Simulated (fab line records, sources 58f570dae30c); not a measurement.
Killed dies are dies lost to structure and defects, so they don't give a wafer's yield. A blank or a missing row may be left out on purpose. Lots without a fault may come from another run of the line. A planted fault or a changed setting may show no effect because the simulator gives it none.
Split-lot experiment | flow berkeley_cmos170 | 5 lots, 23 wafers read, on a route of 331 steps

THE SPLIT
At UCB170_NLDD_PEB_04, the setting peb_temp_c was moved away from the recipe's 130 C on 7 of the 23 wafers read, by -2.2% to +2.5%. The other wafers ran this setting at the recipe's value.

FROM THE SPLIT TO THE READING: what the file shows between them, 1 step
- UCB170_NLDD_DEVELOP_05: develop time 45 s

THE READING
cd_nm, in nm, at UCB170_NLDD_CD_MEAS_06 (target cd 1200 nm). Fault-free wafers of this fab line usually give 1199.6 nm, standard deviation 1.1 nm.

wafer  | tool, chamber at the split | peb_temp_c as run, C | against the recipe | cd_nm, nm | against lot-mates on the recipe
L075.1 | litho_track-02, 0          | 133.3                | +2.5%              | 1219.2    | +19.6
L075.2 | litho_track-02, 0          | 130                  | recipe             | 1199.6    | -
L075.3 | litho_track-02, 0          | 133.3                | +2.5%              | 1220.2    | +20.6
L075.5 | litho_track-02, 0          | 130                  | recipe             | 1199.6    | -
L075.6 | litho_track-02, 0          | 133.3                | +2.5%              | 1218.2    | +18.6
L076.1 | litho_track-01, 0          | 130                  | recipe             | 1199.6    | -
L076.2 | litho_track-01, 0          | 130                  | recipe             | 1199.4    | -
L076.3 | litho_track-01, 0          | 130                  | recipe             | 1198.8    | -
L076.4 | litho_track-01, 0          | 127.1                | -2.2%              | 1177.3    | -22.0
L076.5 | litho_track-01, 0          | 127.1                | -2.2%              | 1176.3    | -23.0
L081.2 | litho_track-04, 0          | 130                  | recipe             | 1200.1    | -
L081.3 | litho_track-04, 0          | 130                  | recipe             | 1200.1    | -
L081.4 | litho_track-04, 0          | 130                  | recipe             | 1199.9    | -
L081.5 | litho_track-04, 0          | 130                  | recipe             | 1200.2    | -
L081.6 | litho_track-04, 0          | 130                  | recipe             | 1200.7    | -
L082.1 | litho_track-02, 0          | 130                  | recipe             | 1199.1    | -
L082.2 | litho_track-02, 0          | 130                  | recipe             | 1198.3    | -
L082.3 | litho_track-02, 0          | 128.4                | -1.2%              | 1188.4    | -10.1
L082.4 | litho_track-02, 0          | 130                  | recipe             | 1198.2    | -
L082.5 | litho_track-02, 0          | 128.4                | -1.2%              | 1187.3    | -11.2
L080.1 | litho_track-02, 0          | 130                  | recipe             | 1202.0    | -
L080.3 | litho_track-02, 0          | 130                  | recipe             | 1201.1    | -
L080.5 | litho_track-02, 0          | 130                  | recipe             | 1200.9    | -

THE FIT
A straight line over all 23 wafers: cd_nm changes by +8.67 nm for each +1% of peb_temp_c; r = +0.99; the points scatter about the line by 1.6 nm.
The same after taking each lot's own level away (the mean of its wafers on the recipe; 23 wafers): +8.55 nm for each +1%; r = +0.99; scatter 1.3 nm.
On that fit, the largest move of peb_temp_c shifts the reading by 22 nm.
The lots' own levels span 1198.53 to 1201.33 nm, that is 2.5 times the standard deviation above.
So the lot-to-lot level changes the slope little: the two slopes agree.
Check: with one of the wafers moved furthest among these (+2.5%) left out of the fit, the line predicts +21.6 nm for it against its lot-mates. It came out at +19.6 nm against them.

OTHER SPLITS ON THESE WAFERS
These wafers also went through other splits before the reading. Each is held against what the fit with the lots' levels taken away leaves over:
other split on the same wafers       | wafers away from the commonest value | r with cd_nm (lot level and that fit taken away)
UCB170_PVT_IMPLANT_07 energy_kev     | 9                                    | +0.01
UCB170_PVT_STRIP_08 overash_fraction | 6                                    | -0.25
UCB170_PLDD_EXPOSE_03 dose_mj        | 6                                    | +0.14

THE FILE'S OWN FIT
cd_nm changes by +8.74 nm for each +1% of peb_temp_c, r = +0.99.
